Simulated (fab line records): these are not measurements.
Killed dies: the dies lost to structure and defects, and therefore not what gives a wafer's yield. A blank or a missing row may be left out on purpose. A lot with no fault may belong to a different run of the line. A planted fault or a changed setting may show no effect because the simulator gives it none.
Which tool is to blame? :: flow ritCmos :: 18 wafers from 6 lots sampled at 2 of the route's 202 steps

## WHAT EACH GAUGE READ, for each wafer
RIT_WELLDRIVE_RS_MEAS_01: the measuring method here is four-point-probe.
lot: L292
measured: day 2 13:45
on: filmMetro-04
NWELL_RS (ohm/sq): 276.2 276.1 275.8

lot: L294
measured: day 3 03:12
on: filmMetro-01
NWELL_RS (ohm/sq): 275.9 276.1 275.8

lot: L296
measured: day 3 13:25
on: filmMetro-01
NWELL_RS (ohm/sq): 277.3 278.6 277.2

lot: L298
measured: day 3 23:02
on: filmMetro-03
NWELL_RS (ohm/sq): 275.6 275.7 276.1

lot: L305
measured: day 5 06:11
on: filmMetro-01
NWELL_RS (ohm/sq): 285.6 284.0 284.4 285.5 284.0 284.3

lot: L312
measured: day 6 14:14
on: filmMetro-04
NWELL_RS (ohm/sq): 274.9 274.7 274.9

## EACH LOT AND THE TOOL THAT RAN IT (in order: tool; ch and the chambers of the sampled wafers; start)
lot: L292
RIT_NWELL_IMPLANT_08: implanter-01 ch 0, day 2 04:47

lot: L294
RIT_NWELL_IMPLANT_08: implanter-04 ch 0, day 2 18:37

lot: L296
RIT_NWELL_IMPLANT_08: implanter-01 ch 0, day 3 05:20

lot: L298
RIT_NWELL_IMPLANT_08: implanter-04 ch 0, day 3 14:25

lot: L305
RIT_NWELL_IMPLANT_08: implanter-01 ch 0, day 4 22:09

lot: L312
RIT_NWELL_IMPLANT_08: implanter-02 ch 0, day 6 07:05
- RIT_NWELL_IMPLANT_08

## THE ANSWER, worked out from the rows above alone
Rule: usual is defined by the lots themselves. Put in order of their means at a reading, lots are off if they are a third of the lots or fewer, leave a main group of 4 or more, and stand apart from it by a gap of 3 or more times the standard deviation of the main group's means; of several such gaps the widest counts. A main group is skipped when, at the precision printed for the reading in the tables above, its means are all equal. Also off: a lot with no number at a reading for which 4 or more lots have one. All remaining lots with rows at the step are treated as sound.
Off: at RIT_WELLDRIVE_RS_MEAS_01 (NWELL_RS), L305. Mean 276.1 ohm/sq and standard deviation 0.93 in the main group.
If a tool, at a process step before that reading, ran all the lots that are off and no sound lot after the first of them, it fits. Gauges at RIT_WELLDRIVE_RS_MEAS_01: tried the same way as those tools. Can't be told from this: 2 tools fit, implanter-01 at RIT_NWELL_IMPLANT_08, filmMetro-01 at RIT_WELLDRIVE_RS_MEAS_01.

## WHAT WAS PUT IN BY THE SIMULATOR
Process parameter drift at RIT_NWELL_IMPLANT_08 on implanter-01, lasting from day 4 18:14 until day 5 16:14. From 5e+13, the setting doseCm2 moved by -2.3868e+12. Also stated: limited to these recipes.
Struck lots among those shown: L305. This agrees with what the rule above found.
